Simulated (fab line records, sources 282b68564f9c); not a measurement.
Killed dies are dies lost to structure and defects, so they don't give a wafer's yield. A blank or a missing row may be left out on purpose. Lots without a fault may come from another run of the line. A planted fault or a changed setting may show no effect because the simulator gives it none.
Split-lot experiment | flow rit_cmos | 5 lots, 23 wafers read, on a route of 202 steps

THE SPLIT
At RIT_NSD_COAT_01 (resist thk 1000 nm), the setting spin_rpm was moved away from the recipe's 3250 rpm on 6 of the 23 wafers read, by -3.8% to +7.3%. The other wafers ran this setting at the recipe's value.

FROM THE SPLIT TO THE READING: what the file shows between them, 3 steps
- RIT_NSD_SOFTBAKE_02: time 60 s
- RIT_NSD_EXPOSE_03: exposes mask M9, target cd 40700 nm
- RIT_NSD_DEVELOP_05: develop time 50 s

THE READING
NOVOLAK_of_NSD_COAT_01.thk_nm (the simulator's own value, which no gauge read), in nm, at RIT_NSD_HARDBAKE_07 (time 60 s). The file gives no usual value for it. The 17 wafers here that ran the recipe average 882.9 nm, standard deviation 3.3 nm.

wafer  | tool, chamber at the split | spin_rpm as run, rpm | against the recipe | NOVOLAK_of_NSD_COAT_01.thk_nm, nm | against lot-mates on the recipe
L075.1 | litho_track-01, 0          | 3250                 | recipe             | 884.7                             | -
L075.2 | litho_track-01, 0          | 3250                 | recipe             | 883.5                             | -
L075.4 | litho_track-01, 0          | 3250                 | recipe             | 887.1                             | -
L075.5 | litho_track-01, 0          | 3250                 | recipe             | 884.4                             | -
L075.6 | litho_track-01, 0          | 3250                 | recipe             | 885.7                             | -
L076.1 | litho_track-01, 0          | 3250                 | recipe             | 883.8                             | -
L076.2 | litho_track-01, 0          | 3486                 | +7.3%              | 855                               | -29.8
L076.3 | litho_track-01, 0          | 3486                 | +7.3%              | 853.7                             | -31.1
L076.4 | litho_track-01, 0          | 3486                 | +7.3%              | 853.5                             | -31.3
L076.6 | litho_track-01, 0          | 3250                 | recipe             | 885.8                             | -
L078.1 | litho_track-03, 0          | 3250                 | recipe             | 878                               | -
L078.2 | litho_track-03, 0          | 3250                 | recipe             | 877.6                             | -
L078.3 | litho_track-03, 0          | 3250                 | recipe             | 878.6                             | -
L078.4 | litho_track-03, 0          | 3250                 | recipe             | 877.8                             | -
L078.5 | litho_track-03, 0          | 3250                 | recipe             | 877.8                             | -
L081.1 | litho_track-04, 0          | 3125                 | -3.8%              | 897.7                             | +14.1
L081.2 | litho_track-04, 0          | 3125                 | -3.8%              | 897.8                             | +14.1
L081.3 | litho_track-04, 0          | 3250                 | recipe             | 882.8                             | -
L081.4 | litho_track-04, 0          | 3125                 | -3.8%              | 899.2                             | +15.6
L081.5 | litho_track-04, 0          | 3250                 | recipe             | 884.5                             | -
L085.1 | litho_track-03, 0          | 3250                 | recipe             | 886                               | -
L085.4 | litho_track-03, 0          | 3250                 | recipe             | 886.6                             | -
L085.6 | litho_track-03, 0          | 3250                 | recipe             | 884                               | -

THE FIT
A straight line over all 23 wafers: NOVOLAK_of_NSD_COAT_01.thk_nm changes by -3.97 nm for each +1% of spin_rpm; r = -0.97; the points scatter about the line by 3 nm.
The same after taking each lot's own level away (the mean of its wafers on the recipe; 23 wafers): -4.12 nm for each +1%; r = -1.00; scatter 1 nm.
On that fit, the largest move of spin_rpm shifts the reading by 30 nm.
The lots' own levels span 877.96 to 885.53 nm, that is 2.3 times the standard deviation above.
So the lot-to-lot level changes the slope little: the two slopes agree.
Check: with one of the wafers moved furthest among these (+7.3%) left out of the fit, the line predicts -30.4 nm for it against its lot-mates. It came out at -29.8 nm against them.

OTHER SPLITS ON THESE WAFERS
These wafers also went through other splits before the reading. Each is held against what the fit with the lots' levels taken away leaves over:
other split on the same wafers     | wafers away from the commonest value | r with NOVOLAK_of_NSD_COAT_01.thk_nm (lot level and that fit taken away)
RIT_GATE_DEVELOP_15 develop_time_s | 7                                    | -0.06
RIT_GATE_ETCH_19 time_s            | 11                                   | -0.10
RIT_REOX_OXIDATION_03 temp_c       | 18                                   | -0.20
RIT_NLDD_IMPLANT_08 energy_kev     | 6                                    | -0.26
RIT_PLDD_SOFTBAKE_02 temp_c        | 11                                   | +0.29
RIT_SPACER_CLEAN_00 time_s         | 15                                   | -0.26

THE WHOLE CHAIN: every reading that the file lists as answering this split, in the file's order
step                | what it does       | reading                                                                        | change (the file's fit)              | r (the file's)
RIT_NSD_COAT_01     | resist thk 1000 nm | NOVOLAK_of_NSD_COAT_01.thk_nm (the simulator's own value, which no gauge read) | -4.73 nm for each +1% of the setting | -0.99
RIT_NSD_HARDBAKE_07 | time 60 s          | NOVOLAK_of_NSD_COAT_01.thk_nm (the simulator's own value, which no gauge read) | -4.14 nm for each +1% of the setting | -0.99

THE FILE'S OWN FIT
NOVOLAK_of_NSD_COAT_01.thk_nm changes by -4.14 nm for each +1% of spin_rpm, r = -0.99.
